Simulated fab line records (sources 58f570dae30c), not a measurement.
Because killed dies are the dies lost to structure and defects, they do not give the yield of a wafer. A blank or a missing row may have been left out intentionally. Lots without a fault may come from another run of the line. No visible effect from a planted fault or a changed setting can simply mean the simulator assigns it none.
Split-lot study -- flow berkeley_cmos170 -- 23 wafers read from 5 lots, route of 331 steps

== THE SPLIT ==
At UCB170_NSD_COAT_01 (resist thk 900 nm), the setting resist_thk_nm was moved away from the recipe's 900 nm on 6 of the 23 wafers read, by -4.4% to +4.2%. All remaining wafers had this setting at the recipe value.

The split's own step is where the reading is taken.

== THE READING ==
KrF_of_NSD_COAT_01.thk_nm (the simulator's own value, which no gauge read), in nm, at UCB170_NSD_COAT_01 (resist thk 900 nm). There is no usual value for it anywhere in the file. Average 901.6 nm, standard deviation 1.6 nm, over the 17 wafers here run with the recipe.

wafer,"tool, chamber at the split","resist_thk_nm as run, nm",against the recipe,"KrF_of_NSD_COAT_01.thk_nm, nm",against lot-mates on the recipe
L076.1,"litho_track-03, 0",900,recipe,904.5,-
L076.2,"litho_track-03, 0",900,recipe,901.1,-
L076.3,"litho_track-03, 0",860,-4.4%,862,-40.8
L076.4,"litho_track-03, 0",860,-4.4%,863.2,-39.6
L076.6,"litho_track-03, 0",860,-4.4%,866,-36.8
L077.1,"litho_track-02, 0",900,recipe,900.9,-
L077.2,"litho_track-02, 0",938,+4.2%,938.2,+37.2
L077.3,"litho_track-02, 0",938,+4.2%,935.8,+34.8
L077.4,"litho_track-02, 0",938,+4.2%,937.7,+36.8
L077.6,"litho_track-02, 0",900,recipe,901,-
L081.4,"litho_track-04, 0",900,recipe,900.3,-
L081.5,"litho_track-04, 0",900,recipe,903.6,-
L081.6,"litho_track-04, 0",900,recipe,902.1,-
L085.1,"litho_track-02, 0",900,recipe,900,-
L085.2,"litho_track-02, 0",900,recipe,899.4,-
L085.4,"litho_track-02, 0",900,recipe,899.8,-
L085.5,"litho_track-02, 0",900,recipe,902.7,-
L085.6,"litho_track-02, 0",900,recipe,899.6,-
L084.1,"litho_track-02, 0",900,recipe,904.5,-
L084.2,"litho_track-02, 0",900,recipe,900.7,-
L084.3,"litho_track-02, 0",900,recipe,901.8,-
L084.5,"litho_track-02, 0",900,recipe,902.9,-
L084.6,"litho_track-02, 0",900,recipe,901.9,-

FIT RESULTS
A straight line over all 23 wafers: KrF_of_NSD_COAT_01.thk_nm changes by +8.48 nm for each +1% of resist_thk_nm; r = +1.00; the points scatter about the line by 1.6 nm.
The same after taking each lot's own level away (the mean of its wafers on the recipe; 23 wafers): +8.7 nm for each +1%; r = +1.00; scatter 1.4 nm.
The reading moves by 39 nm for the largest change in resist_thk_nm, on that fit.
From 900.30 to 902.80 nm: that is the span of the lots' own levels, equal to 1.6 times the standard deviation above.
So the lot-to-lot level changes the slope little: the two slopes agree.
Check: -38.2 nm against its lot-mates is what the line predicts for one of the wafers moved furthest among these (-4.4%) when that wafer is left out of the fit. Against them it came out at -40.8 nm.

== FURTHER SPLITS ON THESE WAFERS ==
Before the reading, these wafers also passed through other splits. Each is held against what the fit with the lots' levels taken away leaves over:
other split on the same wafers,wafers away from the commonest value,r with KrF_of_NSD_COAT_01.thk_nm (lot level and that fit taken away)
UCB170_ZERO_COAT_01 resist_thk_nm,4,+0.26
UCB170_NWELL_OXIDATION_01 temp_c,18,-0.03
UCB170_PWELL_OXIDATION_02 temp_c,18,-0.04
UCB170_PWELL_IMPLANT_15 energy_kev,10,+0.17
UCB170_PFIELD_COAT_01 spin_rpm,7,-0.35
UCB170_PVT_COAT_01 resist_thk_nm,8,-0.04
UCB170_PLDD_COAT_01 spin_rpm,7,-0.13

== FILE'S OWN FIT ==
KrF_of_NSD_COAT_01.thk_nm changes by +8.69 nm for each +1% of resist_thk_nm, r = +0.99.
